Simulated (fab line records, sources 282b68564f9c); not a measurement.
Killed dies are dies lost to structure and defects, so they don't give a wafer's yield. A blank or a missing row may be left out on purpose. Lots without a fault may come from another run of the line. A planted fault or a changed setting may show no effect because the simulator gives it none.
A struck lot beside a sound one | flow rit_cmos | 15 steps out of a route of 202
Sound: wafers L594.1, L594.3, L594.6. Struck: wafers L608.3, L608.4, L608.5. The cause comes at the end.
At each step with rows: each side's tool, then ch and its chambers, then its first start. Under that, the readings that differ: sound wafers | struck wafers | difference of the means | sigmas: that difference in standard deviations of wafers without a fault.
alike: readings whose means differ by less than 2 such deviations, and words and numbers that are the same on both sides. not compared: withheld readings, readings that some wafer has no value for, bounds like >300 that may hide the same value, and numbers for which the record gives no deviation and whose values overlap.
The two part at a step that has a row with sigmas, a row that says differs or no value, or rows on one side only. Numbers that don't overlap but have no deviation are shown without sigmas and don't part them. A reading that every wafer of one side lacks parts them only if that side has two wafers or more.

RIT_GATE_THK_MEAS_07:
  sound on film_metro-01, day 3 04:18; struck on film_metro-01, day 5 22:21
  alike: GATE_OXIDE_THK
then, 1 step without rows for these wafers: RIT_GATE_CVD_08 (deposits poly-Si from SiH4, target thk 250 nm, time 2220 s).
RIT_GATE_THK_MEAS_09:
  sound on film_metro-04, day 3 05:58; struck on film_metro-04, day 6 00:10
  alike: GATE_POLY_THK
then, 6 steps without rows for these wafers: RIT_GATE_HMDS_10 (prime time 60 s); RIT_GATE_COAT_11 (resist thk 850 nm); RIT_GATE_SOFTBAKE_12 (time 60 s); RIT_GATE_EXPOSE_13 (exposes mask M6, target cd 150 nm); RIT_GATE_PEB_14; RIT_GATE_DEVELOP_15 (develop time 50 s).
RIT_GATE_CD_MEAS_16: target cd 150 nm.
  sound on cd_sem-02, day 3 07:03; struck on cd_sem-01, day 6 01:11
  alike: cd_nm
RIT_GATE_OVL_MEAS_17:
  sound on overlay-01, day 3 07:10; struck on overlay-01, day 6 01:16
  reading       | sound         | struck      | difference | sigmas
  GATE_OVL (nm) | -2.2 -0.4 1.2 | 1.1 3.5 3.5 | +3.2       | +2
then, 1 step without rows for these wafers: RIT_GATE_HARDBAKE_18 (time 60 s).
RIT_GATE_ETCH_19: etches poly-Si in SF6/CHF3/O2, stops on SiO2, time 165 s, target depth 312.5 nm.
  sound on rie_si-01 ch 1,2,3, day 3 07:22; struck on rie_si-01 ch 0,2, day 6 01:26
  reading        | sound          | struck               | difference | sigmas
  over_etch_frac | 0.25 0.25 0.25 | 0.1903 0.1903 0.1903 | -0.0597    |
  alike: chamber_pressure_mTorr, drypump_motor_current_A, oes_product_au, throttle_valve_pct
  not compared: rf_hours_counter_h, model.NOVOLAK_of_GATE_COAT_11.thk_nm
RIT_GATE_STRIP_20: strips in O2, time 180 s.
  sound on plasma_asher-03 ch 0,1, day 3 07:28; struck on plasma_asher-03 ch 0,1, day 6 01:37
  alike: chamber_pressure_mTorr, drypump_motor_current_A, o2_flow_sccm
  not compared: rf_hours_counter_h
RIT_M1_PROBE_99:
  sound on prober-01, day 4 04:29; struck on prober-01, day 6 23:59
  alike: killed_at_M0_to_M3, killed_at_front_end, killed_dies, killed_open, killed_short
  not compared: model.etest.poly_comb_over_steps.leak_log10_a_um

WHERE THEY PART
Only at RIT_GATE_OVL_MEAS_17, within this record. Later steps at which nothing parts them and some readings are alike: RIT_GATE_ETCH_19, RIT_GATE_STRIP_20, RIT_M1_PROBE_99.

WHY: what the simulator had put in
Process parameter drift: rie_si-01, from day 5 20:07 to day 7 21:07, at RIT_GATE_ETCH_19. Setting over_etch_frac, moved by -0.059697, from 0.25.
